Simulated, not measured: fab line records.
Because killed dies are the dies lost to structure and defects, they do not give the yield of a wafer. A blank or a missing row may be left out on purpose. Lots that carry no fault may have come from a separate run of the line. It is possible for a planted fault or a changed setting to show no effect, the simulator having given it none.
Split-lot experiment    flow berkeley cmos170    route with 331 steps; 5 lots, 23 wafers read

== THE SPLIT ==
At UCB170_PVT_IMPLANT_07, the setting energy kev was moved away from the recipe's 30 on 11 of the 23 wafers read, by -5.8% to +3.0%. All remaining wafers had this setting at the recipe value.

== BETWEEN THE SPLIT AND THE READING: the file shows 1 step in between ==
- UCB170_PVT_STRIP_08: strips in O2

== THE READING ==
PVT_TW, at UCB170_PVT_TW_MEAS_09. Typical for fault-free wafers on this fab line: 509, with standard deviation 4.

wafer   tool, chamber at the split  energy kev as run  against the recipe  PVT_TW  against lot-mates on the recipe
L075.1  implanter-02, 0             30                 recipe              507     -
L075.2  implanter-02, 0             30                 recipe              508     -
L075.3  implanter-02, 0             30                 recipe              506     -
L075.4  implanter-02, 0             28.45              -5.2%               502     -5
L075.5  implanter-02, 0             28.45              -5.2%               500     -7
L077.1  implanter-03, 0             28.27              -5.8%               506     -8
L077.2  implanter-03, 0             30                 recipe              512     -
L077.3  implanter-03, 0             28.27              -5.8%               505     -9
L077.4  implanter-03, 0             30                 recipe              516     -
L077.5  implanter-03, 0             28.27              -5.8%               506     -8
L076.1  implanter-01, 0             30                 recipe              505     -
L076.2  implanter-01, 0             30                 recipe              505     -
L076.6  implanter-01, 0             30                 recipe              502     -
L080.1  implanter-03, 0             30.9               +3.0%               508     +4
L080.2  implanter-03, 0             30.9               +3.0%               509     +6
L080.3  implanter-03, 0             30                 recipe              502     -
L080.5  implanter-03, 0             30                 recipe              505     -
L080.6  implanter-03, 0             30.9               +3.0%               510     +6
L082.1  implanter-02, 0             28.44              -5.2%               503     -6
L082.3  implanter-02, 0             30                 recipe              509     -
L082.4  implanter-02, 0             28.44              -5.2%               502     -7
L082.5  implanter-02, 0             28.44              -5.2%               505     -4
L082.6  implanter-02, 0             30                 recipe              509     -

FIT RESULTS
A straight line over all 23 wafers: PVT_TW changes by +0.628 for each +1% of energy kev; r = +0.52; the points scatter about the line by 3.2.
The same after taking each lot's own level away (the mean of its wafers on the recipe; 23 wafers): +1.37 for each +1%; r = +0.95; scatter 1.4.
According to that fit, moving energy kev by its largest amount changes the reading by 7.9.
Measured against the standard deviation above, the lots' own levels, which go from 503.5 to 514.0, span 2.6 times it.
So the lot-to-lot level blurs the effect unless lot-mates are compared.
Check: for one of the wafers moved furthest among these (-5.8%), held out of the fit, the line's prediction against its lot-mates is -7.42. Against them it came out at -8.

== OTHER SPLITS ON THESE WAFERS ==
These wafers also went through other splits before the reading. Each is held against what the fit with the lots' levels taken away leaves over:
other split on the same wafers        wafers away from the commonest value  r with PVT_TW (lot level and that fit taken away)
UCB170_START_OXIDATION_02 ox time s   15                                    +0.25
UCB170_NWELL_OXIDATION_01 temp c      15                                    +0.21
UCB170_NWELL_IMPLANT_14 energy kev    10                                    -0.45
UCB170_PWELL_IMPLANT_15 energy kev    7                                     -0.33
UCB170_WELLDRIVE_OXIDATION_01 temp c  15                                    +0.32
UCB170_ACTIVE_ETCH_15 time s          11                                    -0.04
UCB170_PFIELD_IMPLANT_07 dose cm2     7                                     +0.14
UCB170_NVT_IMPLANT_07 energy kev      6                                     -0.14
UCB170_PVT_COAT_01 resist thk nm      6                                     -0.23

== THE WHOLE CHAIN: every reading that the file lists as answering this split, in the file's order ==
step                   what it does  reading                                                          change (the file's fit)                r (the file's)
UCB170_PVT_IMPLANT_07                implant.rp nm (the simulator's own value, which no gauge read)   +0.259 nm for each +1% of the setting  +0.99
UCB170_PVT_IMPLANT_07                implant.drp nm (the simulator's own value, which no gauge read)  +0.105 nm for each +1% of the setting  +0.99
UCB170_PVT_TW_MEAS_09                PVT_TW                                                           +1.24 for each +1% of the setting      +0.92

== THE FILE'S OWN FIT ==
PVT_TW changes by +1.24 for each +1% of energy kev, r = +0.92.
